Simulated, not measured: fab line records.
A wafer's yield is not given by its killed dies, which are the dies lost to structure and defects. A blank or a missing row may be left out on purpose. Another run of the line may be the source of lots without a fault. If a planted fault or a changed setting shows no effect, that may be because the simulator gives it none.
A lot that was struck, set against a sound lot    flow ritCmos    14 steps out of a route of 202
Sound: wafers L304.1, L304.2, L304.5. Wafers struck: L318.2, L318.3, L318.5. The cause comes at the end.
Each step with rows lists, per side, the tool, then ch with its chambers, then its first start. Under that, the readings that differ: sound wafers    struck wafers    difference of the means    sigmas: that difference in standard deviations of wafers without a fault.
alike: words and numbers the same on both sides, and readings whose means are apart by under 2 such deviations; not compared: readings that were withheld, readings missing a value for some wafer, numbers with overlapping values and no deviation given by the record, and bounds like >300 which may hide the same value.
Wherever a step has rows on one side only, a row that says differs or no value, or a row with sigmas, the two part there. Non-overlapping numbers with no deviation appear without sigmas and do not part them. A reading that every wafer of one side lacks parts them only if that side has two wafers or more.

first, 2 steps without rows for these wafers: RIT_NSD_PEB_04; RIT_NSD_DEVELOP_05 (develop time 51.3 s).
RIT_NSD_OVL_MEAS_06:
  struck on overlay-01, day 6 16:35; sound on overlay-01, day 3 16:53
  alike: NSD_OVL
then, 2 steps without rows for these wafers: RIT_NSD_HARDBAKE_07 (time 60 s); RIT_NSD_IMPLANT_08.
RIT_NSD_STRIP_09: strips in O2, time 180 s.
  sound on plasmaAsher-02 ch 0,1, day 3 17:14; struck on plasmaAsher-02 ch 0,1, day 6 16:55
  alike: drypumpMotorCurrentA
  not compared: rfHoursCounterH
RIT_NSD_TW_MEAS_10:
  struck on filmMetro-04, day 6 17:06; sound on filmMetro-04, day 3 17:24
  alike: NSD_TW
then, 5 steps without rows for these wafers: RIT_PSD_HMDS_00 (prime time 60 s); RIT_PSD_COAT_01 (resist thk 1000 nm); RIT_PSD_SOFTBAKE_02 (time 60 s); RIT_PSD_EXPOSE_03 (exposes mask M10, target cd 40900 nm); RIT_PSD_PEB_04.
RIT_PSD_DEVELOP_05: develop time 50 s.
  sound on lithoTrack-02 ch 0, day 3 18:00; struck on lithoTrack-04, day 6 17:00
  no value came back on the struck wafers for chillPlateTempC (C), developTimeS (s), resistLineTempC (C); on the sound wafers chillPlateTempC (C) reads 23.04 23.18 23.08
RIT_PSD_OVL_MEAS_06:
  struck on overlay-02, day 6 18:00; sound on overlay-01, day 3 18:28
reading       sound        struck  difference                     sigmas
PSD_OVL (nm)  2.2 2.3 0.8  - - -   no value on the struck wafers  

## WHERE THEY PART
Last at RIT_PSD_OVL_MEAS_06 as far as this record goes, first at RIT_PSD_DEVELOP_05.

WHY: the cause the simulator had injected
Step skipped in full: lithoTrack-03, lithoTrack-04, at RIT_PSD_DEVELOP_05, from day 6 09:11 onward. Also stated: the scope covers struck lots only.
